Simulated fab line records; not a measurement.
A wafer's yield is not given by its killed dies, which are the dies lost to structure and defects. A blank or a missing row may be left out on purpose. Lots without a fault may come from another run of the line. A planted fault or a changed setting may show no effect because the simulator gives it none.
The same fault as seen by 2 desks -- flow berkeley_cmos170 -- what lay behind the numbers comes last; until then each desk has only its own

FROM THE METROLOGY DESK
Lot by lot, what the gauges showed, no matter which tool ran the lot: averages of those sampled wafers that carry a number. The brackets show how far a lot's mean lies from the usual mean; more than 4 standard deviations puts the lot out of limits, marked OUT.
Columns: A = V1_TEOS_THK at UCB170_V1_THK_MEAS_01, usual 1994 nm
lot,first seen here,A
L386,day 7 19:26,1949
L389,day 8 04:55,2003
L387,day 8 06:20,1977
L391,day 8 23:54,1994
L390,day 9 01:13,2011
L392,day 9 01:14,1990
L396,day 9 08:41,2000
L395,day 9 11:21,1977
L402,day 10 15:19,1972
L400,day 10 17:58,2013
L404,day 11 15:04,2835 (+31) OUT
L405,day 11 15:14,2837 (+31) OUT
L406,day 12 01:59,2883 (+33) OUT
L407,day 12 03:18,2008
L409,day 12 12:47,1972
This desk finds L404, L405, L406 out of limits, with the earliest case on L404 at day 11 15:04 (V1_TEOS_THK at UCB170_V1_THK_MEAS_01). L386, L389, L387, L391, L390, L392, L396, L395, L402, L400, L407, L409 stayed within limits.

DESK OF THE TOOL OWNER: pecvd-01
The tool's own readings at UCB170_V1_CVD_00 (deposits SiO2 from TEOS/O2, target thk 2000 nm, time 250 s): means of the sampled wafers that have a number, for each lot that ran on this tool. The brackets show how far a lot's mean lies from the usual mean; more than 4 standard deviations puts the lot out of limits, marked OUT.
Columns: A = heater_power_w at UCB170_V1_CVD_00, usual 246 W; B = rf_fwd_power_W at UCB170_V1_CVD_00, usual 548.4 W; C = run_length_s at UCB170_V1_CVD_00, usual 277.8 s
lot,first seen here,A,B,C
L389,day 8 04:46,234,548.9,277.6
L391,day 8 23:44,217,548.5,277.5
L404,day 11 14:55,266,548.2,386.3 (+99 or more) OUT
L405,day 11 15:04,253,548.9,386.7 (+99 or more) OUT
L406,day 12 01:49,249,547.2,387.1 (+99 or more) OUT
This desk's finding: out of limits on L404, L405, L406; first on L404, day 11 14:55 (run_length_s at UCB170_V1_CVD_00). L389, L391 stayed within limits.

ALL TOGETHER
An alarm could have come from the tool owner's desk at day 11 14:55, on L404, L405, L406.
An alarm was possible from the metrology desk at day 11 15:04, on L404, L405, L406.
On pecvd-01, each named lot ran UCB170_V1_CVD_00.

WHAT THE SIMULATOR HAD PUT IN
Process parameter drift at UCB170_V1_CVD_00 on pecvd-01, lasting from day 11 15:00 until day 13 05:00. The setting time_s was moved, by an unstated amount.
Shown lots that were struck: L404, L405, L406.
